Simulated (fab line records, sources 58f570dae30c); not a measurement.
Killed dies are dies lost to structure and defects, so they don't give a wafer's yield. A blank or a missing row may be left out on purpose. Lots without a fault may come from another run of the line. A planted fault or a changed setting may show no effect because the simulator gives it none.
Which tool did it? | flow berkeley_cmos170 | 13 lots, 39 wafers sampled, at 6 steps of a route of 331

WHAT THE GAUGES READ, wafer by wafer
UCB170_PWELL_THK_MEAS_03.
lot  | measured    | on            | PWELL_OXIDE_THK (nm)
L853 | day 3 03:11 | film_metro-02 | 25.5 26.3 26.1
L854 | day 3 03:12 | film_metro-04 | 26.7 26.5 26.9
L852 | day 3 03:14 | film_metro-02 | 25.8 25.4 25.9
L855 | day 3 17:14 | film_metro-04 | 25.8 25.3 25.5
L856 | day 3 17:14 | film_metro-03 | 26.6 26.6 26.6
L857 | day 3 23:06 | film_metro-04 | 25.9 25.7 25.9
L863 | day 5 10:52 | film_metro-02 | 26.5 26.8 26.4
L864 | day 5 10:54 | film_metro-03 | 26.0 25.7 26.1
L871 | day 7 03:02 | film_metro-04 | 25.9 26.2 26.0
L872 | day 7 09:05 | film_metro-04 | 26.5 26.3 26.3
L873 | day 7 09:05 | film_metro-03 | 26.2 26.1 26.1
L874 | day 7 09:05 | film_metro-02 | 26.4 26.4 26.1
L875 | day 8 02:55 | film_metro-02 | 26.3 25.8 26.2

UCB170_PWELL_OVL_MEAS_13.
lot  | measured    | on         | PWELL_OVL (nm)
L853 | day 3 14:17 | overlay-02 | -5 -5 -11
L854 | day 3 14:23 | overlay-01 | 3 -4 3
L852 | day 3 14:14 | overlay-01 | -6 -7 -6
L855 | day 4 05:23 | overlay-02 | -4 3 -6
L856 | day 4 05:08 | overlay-01 | -7 -1 -6
L857 | day 4 13:03 | overlay-01 | -15 -11 -10
L863 | day 5 19:40 | overlay-02 | -8 -4 2
L864 | day 5 19:26 | overlay-01 | 0 4 1
L871 | day 7 12:23 | overlay-02 | -5 -3 -2
L872 | day 7 20:58 | overlay-02 | -13 -3 -4
L873 | day 7 21:15 | overlay-02 | 7 17 2
L874 | day 7 21:26 | overlay-02 | 2 -2 0
L875 | day 8 13:06 | overlay-02 | -3 -8 -3

UCB170_GATE_THK_MEAS_05.
lot  | measured     | on            | GATE_POLY_THK (nm)
L853 | day 7 09:08  | film_metro-02 | 211.0 211.2 211.6
L854 | day 7 09:08  | film_metro-03 | 216.6 216.3 215.9
L852 | day 7 09:07  | film_metro-01 | 211.5 211.2 211.3
L855 | day 8 01:55  | film_metro-02 | 214.1 214.0 214.2
L856 | day 8 01:55  | film_metro-01 | 214.1 214.3 216.7
L857 | day 8 12:49  | film_metro-02 | 160.0 160.7 159.3 159.9 160.9 159.2
L863 | day 9 19:46  | film_metro-03 | 217.8 216.2 217.7
L864 | day 9 19:51  | film_metro-03 | 214.3 212.1 213.8
L871 | day 12 05:12 | film_metro-01 | 214.2 213.6 215.0
L872 | day 12 05:16 | film_metro-03 | 213.6 211.7 212.3
L873 | day 12 05:13 | film_metro-02 | 212.7 213.9 214.0
L874 | day 12 05:13 | film_metro-03 | 216.2 213.4 215.6
L875 | day 13 02:58 | film_metro-01 | 209.2 209.7 207.6

UCB170_PLDD_CD_MEAS_06: target cd 1200 nm.
lot  | measured     | on        | cd_nm (nm)
L853 | day 7 12:06  | cd_sem-02 | 1198.9 1198.6 1197.6
L854 | day 7 12:12  | cd_sem-01 | 1199.0 1199.8 1199.8
L852 | day 7 11:55  | cd_sem-01 | 1197.3 1198.2 1198.2
L855 | day 8 05:34  | cd_sem-02 | 1200.9 1201.4 1200.4
L856 | day 8 05:55  | cd_sem-02 | 1200.1 1200.6 1200.6
L857 | day 8 23:57  | cd_sem-01 | 1200.3 1201.3 1200.7
L863 | day 9 22:47  | cd_sem-02 | 1198.5 1197.7 1197.2
L864 | day 9 23:57  | cd_sem-02 | 1201.3 1200.6 1200.9
L871 | day 12 09:28 | cd_sem-01 | 1200.0 1200.6 1201.6
L872 | day 12 09:44 | cd_sem-01 | 1198.3 1199.2 1198.4
L873 | day 12 08:46 | cd_sem-01 | 1198.6 1199.0 1198.6
L874 | day 12 08:22 | cd_sem-01 | 1200.9 1200.3 1200.5
L875 | day 13 06:22 | cd_sem-02 | 1202.0 1201.2 1200.5

WHICH TOOL RAN EACH LOT (tool, then ch and the chambers of the sampled wafers, then the start)
lot  | UCB170_GATE_CVD_04          | UCB170_GATE_ETCH_15
L853 | lpcvd-02 ch 1, day 7 07:43  | rie_si-02 ch 0,2, day 7 10:43
L854 | lpcvd-02 ch 1, day 7 07:43  | rie_si-01 ch 0,1,3, day 7 10:50
L852 | lpcvd-02 ch 0, day 7 07:43  | rie_si-01 ch 1,3, day 7 10:33
L855 | lpcvd-01 ch 0, day 8 00:31  | rie_si-02 ch 1,2,3, day 8 03:38
L856 | lpcvd-01 ch 1, day 8 00:31  | rie_si-01 ch 1,3, day 8 03:53
L857 | lpcvd-01 ch 0, day 8 11:25  | rie_si-01 ch 1,3, day 8 22:00
L863 | lpcvd-02 ch 1, day 9 17:40  | rie_si-02 ch 0,1, day 9 21:06
L864 | lpcvd-02 ch 0, day 9 17:40  | rie_si-01 ch 2,3, day 9 21:38
L871 | lpcvd-01 ch 1, day 12 03:47 | rie_si-02 ch 1,2,3, day 12 07:13
L872 | lpcvd-01 ch 1, day 12 03:47 | rie_si-01 ch 1,3, day 12 07:41
L873 | lpcvd-01 ch 0, day 12 03:47 | rie_si-01 ch 2,3, day 12 06:58
L874 | lpcvd-01 ch 1, day 12 03:47 | rie_si-02 ch 0,3, day 12 06:37
L875 | lpcvd-01 ch 1, day 13 01:30 | rie_si-02 ch 0,1, day 13 04:45
- UCB170_GATE_CVD_04: deposits poly-Si from SiH4, time 1440 s, target thk 214 nm.
- UCB170_GATE_ETCH_15: etches poly-Si in HBr/Cl2, stops on SiO2, time 56.3 s, target depth 278.2 nm.

WHAT THE TOOLS THEMSELVES READ (means of the sampled wafers that have a number; where no wafer has one, the mark that the record gives instead)
UCB170_GATE_CVD_04.
lot  | tool     | spike_tc_centre_C (C) | spike_tc_load_C (C) | susceptor_temp_C (C)
L853 | lpcvd-02 | 613.8                 | 630.1               | 609.75
L854 | lpcvd-02 | 612.1                 | 630.4               | 609.82
L852 | lpcvd-02 | 611.7                 | 632.0               | 610.20
L855 | lpcvd-01 | 613.2                 | 628.0               | 609.69
L856 | lpcvd-01 | 613.4                 | 630.8               | 610.28
L857 | lpcvd-01 | 600.6                 | 616.5               | 598.22
L863 | lpcvd-02 | 611.8                 | 631.2               | 610.09
L864 | lpcvd-02 | 612.4                 | 631.8               | 610.07
L871 | lpcvd-01 | 614.5                 | 630.6               | 610.46
L872 | lpcvd-01 | 613.3                 | 630.3               | 609.86
L873 | lpcvd-01 | 613.8                 | 627.6               | 609.86
L874 | lpcvd-01 | 613.1                 | 630.7               | 610.03
L875 | lpcvd-01 | 612.9                 | 630.6               | 609.71

UCB170_GATE_ETCH_15.
lot  | tool      | drypump_motor_current_A (A) | oes_product_au (a.u.) | throttle_valve_pct (%)
L853 | rie_si-02 | 5.30                        | 0.827                 | 26.34
L854 | rie_si-01 | 5.31                        | 0.822                 | 26.15
L852 | rie_si-01 | 5.42                        | 0.814                 | 26.13
L855 | rie_si-02 | 5.51                        | 0.832                 | 26.16
L856 | rie_si-01 | 5.44                        | 0.821                 | 26.14
L857 | rie_si-01 | 5.44                        | 0.700                 | 26.21
L863 | rie_si-02 | 5.83                        | 0.836                 | 26.20
L864 | rie_si-01 | 5.68                        | 0.843                 | 26.40
L871 | rie_si-02 | 5.51                        | 0.832                 | 26.09
L872 | rie_si-01 | 5.43                        | 0.818                 | 26.13
L873 | rie_si-01 | 5.57                        | 0.847                 | 26.34
L874 | rie_si-02 | 5.53                        | 0.825                 | 26.35
L875 | rie_si-02 | 5.74                        | 0.810                 | 26.40

THE ANSWER, worked out from the rows above alone
Rule: what is usual is taken from the lots themselves. Put in order of their means at a reading, lots are off if they are a third of the lots or fewer, leave a main group of 4 or more, and stand apart from it by a gap of 3 or more times the standard deviation of the main group's means; of several such gaps the widest counts. A main group whose means are all the same, to the digits that the tables above print for the reading, isn't used. A lot without any number at a reading at which 4 lots or more have one is off too. The other lots that the step has rows for count as sound. The gauges are gone through in route order, then the tools' own readings, and for those a lot's mean is taken as printed above. The first step at which some lot is off is used, and at that step the reading that is off furthest; a lot without a number counts as furthest.
Off: L857, at UCB170_GATE_THK_MEAS_05 (GATE_POLY_THK). The main group: mean 213.6 nm, standard deviation 2.2.
A tool fits if, at a process step before that reading, it ran every lot that is off, and no sound lot after the first of them. The gauges at UCB170_GATE_THK_MEAS_05 aren't tried: what is off there is off at UCB170_GATE_CVD_04 too, on other tools, and a gauge's error can't cause that. None of those tried fits.

WHAT THE SIMULATOR HAD PUT IN
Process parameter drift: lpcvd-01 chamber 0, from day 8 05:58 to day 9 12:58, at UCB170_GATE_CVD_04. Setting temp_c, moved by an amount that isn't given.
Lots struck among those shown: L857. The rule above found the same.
